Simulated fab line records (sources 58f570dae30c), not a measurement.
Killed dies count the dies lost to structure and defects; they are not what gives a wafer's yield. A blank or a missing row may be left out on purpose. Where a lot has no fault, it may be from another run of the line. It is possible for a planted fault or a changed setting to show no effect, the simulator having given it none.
Lot-split experiment :: flow berkeley-cmos170 :: on a route of 331 steps: 5 lots, 23 wafers read

THE SPLIT ITSELF
At UCB170_CONTACT_CVD_01 (deposits PSG from SiH4/O2/PH3, target thk 700 nm, time 2820 s), the setting sih4-flow-sccm was moved away from the recipe's 60 sccm on 20 of the 23 wafers read, by -12.8% to +14.8%. For the rest of the wafers, this setting stayed at what the recipe calls for.

Split to reading: the file shows no intervening step.

THE READING
CONTACT_PSG_THK, in nm, at UCB170_CONTACT_THK_MEAS_02. Fault-free wafers of this fab line usually give 700 nm, standard deviation 5.3 nm.

wafer: L074.1
tool, chamber at the split: -, -
sih4-flow-sccm as run, sccm: 68.87
against the recipe: +14.8%
CONTACT_PSG_THK, nm: 732
against lot-mates on the recipe: no lot-mate on the recipe

wafer: L074.2
tool, chamber at the split: -, -
sih4-flow-sccm as run, sccm: 68.87
against the recipe: +14.8%
CONTACT_PSG_THK, nm: 739
against lot-mates on the recipe: no lot-mate on the recipe

wafer: L074.3
tool, chamber at the split: -, -
sih4-flow-sccm as run, sccm: 68.87
against the recipe: +14.8%
CONTACT_PSG_THK, nm: 737
against lot-mates on the recipe: no lot-mate on the recipe

wafer: L074.5
tool, chamber at the split: -, -
sih4-flow-sccm as run, sccm: 68.87
against the recipe: +14.8%
CONTACT_PSG_THK, nm: 734
against lot-mates on the recipe: no lot-mate on the recipe

wafer: L074.6
tool, chamber at the split: -, -
sih4-flow-sccm as run, sccm: 68.87
against the recipe: +14.8%
CONTACT_PSG_THK, nm: 736
against lot-mates on the recipe: no lot-mate on the recipe

wafer: L076.2
tool, chamber at the split: -, -
sih4-flow-sccm as run, sccm: 52.33
against the recipe: -12.8%
CONTACT_PSG_THK, nm: 673
against lot-mates on the recipe: no lot-mate on the recipe

wafer: L076.3
tool, chamber at the split: -, -
sih4-flow-sccm as run, sccm: 52.33
against the recipe: -12.8%
CONTACT_PSG_THK, nm: 670
against lot-mates on the recipe: no lot-mate on the recipe

wafer: L076.4
tool, chamber at the split: -, -
sih4-flow-sccm as run, sccm: 52.33
against the recipe: -12.8%
CONTACT_PSG_THK, nm: 666
against lot-mates on the recipe: no lot-mate on the recipe

wafer: L076.5
tool, chamber at the split: -, -
sih4-flow-sccm as run, sccm: 52.33
against the recipe: -12.8%
CONTACT_PSG_THK, nm: 668
against lot-mates on the recipe: no lot-mate on the recipe

wafer: L076.6
tool, chamber at the split: -, -
sih4-flow-sccm as run, sccm: 52.33
against the recipe: -12.8%
CONTACT_PSG_THK, nm: 676
against lot-mates on the recipe: no lot-mate on the recipe

wafer: L083.1
tool, chamber at the split: -, -
sih4-flow-sccm as run, sccm: 66.81
against the recipe: +11.3%
CONTACT_PSG_THK, nm: 723
against lot-mates on the recipe: no lot-mate on the recipe

wafer: L083.3
tool, chamber at the split: -, -
sih4-flow-sccm as run, sccm: 66.81
against the recipe: +11.3%
CONTACT_PSG_THK, nm: 726
against lot-mates on the recipe: no lot-mate on the recipe

wafer: L083.4
tool, chamber at the split: -, -
sih4-flow-sccm as run, sccm: 66.81
against the recipe: +11.3%
CONTACT_PSG_THK, nm: 727
against lot-mates on the recipe: no lot-mate on the recipe

wafer: L083.5
tool, chamber at the split: -, -
sih4-flow-sccm as run, sccm: 66.81
against the recipe: +11.3%
CONTACT_PSG_THK, nm: 729
against lot-mates on the recipe: no lot-mate on the recipe

wafer: L083.6
tool, chamber at the split: -, -
sih4-flow-sccm as run, sccm: 66.81
against the recipe: +11.3%
CONTACT_PSG_THK, nm: 729
against lot-mates on the recipe: no lot-mate on the recipe

wafer: L084.1
tool, chamber at the split: lpcvd-02, 0
sih4-flow-sccm as run, sccm: 60
against the recipe: recipe
CONTACT_PSG_THK, nm: 700
against lot-mates on the recipe: -

wafer: L084.3
tool, chamber at the split: lpcvd-02, 0
sih4-flow-sccm as run, sccm: 60
against the recipe: recipe
CONTACT_PSG_THK, nm: 703
against lot-mates on the recipe: -

wafer: L084.6
tool, chamber at the split: lpcvd-02, 0
sih4-flow-sccm as run, sccm: 60
against the recipe: recipe
CONTACT_PSG_THK, nm: 702
against lot-mates on the recipe: -

wafer: L085.1
tool, chamber at the split: -, -
sih4-flow-sccm as run, sccm: 55.57
against the recipe: -7.4%
CONTACT_PSG_THK, nm: 680
against lot-mates on the recipe: no lot-mate on the recipe

wafer: L085.2
tool, chamber at the split: -, -
sih4-flow-sccm as run, sccm: 55.57
against the recipe: -7.4%
CONTACT_PSG_THK, nm: 680
against lot-mates on the recipe: no lot-mate on the recipe

wafer: L085.4
tool, chamber at the split: -, -
sih4-flow-sccm as run, sccm: 55.57
against the recipe: -7.4%
CONTACT_PSG_THK, nm: 679
against lot-mates on the recipe: no lot-mate on the recipe

wafer: L085.5
tool, chamber at the split: -, -
sih4-flow-sccm as run, sccm: 55.57
against the recipe: -7.4%
CONTACT_PSG_THK, nm: 678
against lot-mates on the recipe: no lot-mate on the recipe

wafer: L085.6
tool, chamber at the split: -, -
sih4-flow-sccm as run, sccm: 55.57
against the recipe: -7.4%
CONTACT_PSG_THK, nm: 678
against lot-mates on the recipe: no lot-mate on the recipe

FIT RESULTS
A straight line over all 23 wafers: CONTACT_PSG_THK changes by +2.41 nm for each +1% of sih4-flow-sccm; r = +0.99; the points scatter about the line by 3 nm.
Too few moved wafers have a lot-mate on the recipe to fit a line with each lot's own level taken away.

THE WHOLE CHAIN: every reading that the file lists as answering this split, in the file's order
step: UCB170_CONTACT_CVD_01
what it does: deposits PSG from SiH4/O2/PH3, target thk 700 nm, time 2820 s
reading: PSG_of_CONTACT_CVD_01.thk-nm (the simulator's own value, which no gauge read)
change (the file's fit): +2.42 nm for each +1% of the setting
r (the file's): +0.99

step: UCB170_CONTACT_THK_MEAS_02
what it does: 
reading: CONTACT_PSG_THK
change (the file's fit): +2.41 for each +1% of the setting
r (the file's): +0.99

step: UCB170_CONTACT_ETCH_18
what it does: etches PSG in CHF3/CF4/Ar, stops on TiSi2, target depth 840 nm, time 195 s
reading: etch.depth-nm (the simulator's own value, which no gauge read)
change (the file's fit): +2.44 nm for each +1% of the setting
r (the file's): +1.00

step: UCB170_CONTACT_ETCH_18
what it does: etches PSG in CHF3/CF4/Ar, stops on TiSi2, target depth 840 nm, time 195 s
reading: CONTACT.feature-depth-nm (the simulator's own value, which no gauge read)
change (the file's fit): +2.42 nm for each +1% of the setting
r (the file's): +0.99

FILE'S OWN FIT
CONTACT_PSG_THK changes by +2.41 nm for each +1% of sih4-flow-sccm, r = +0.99.
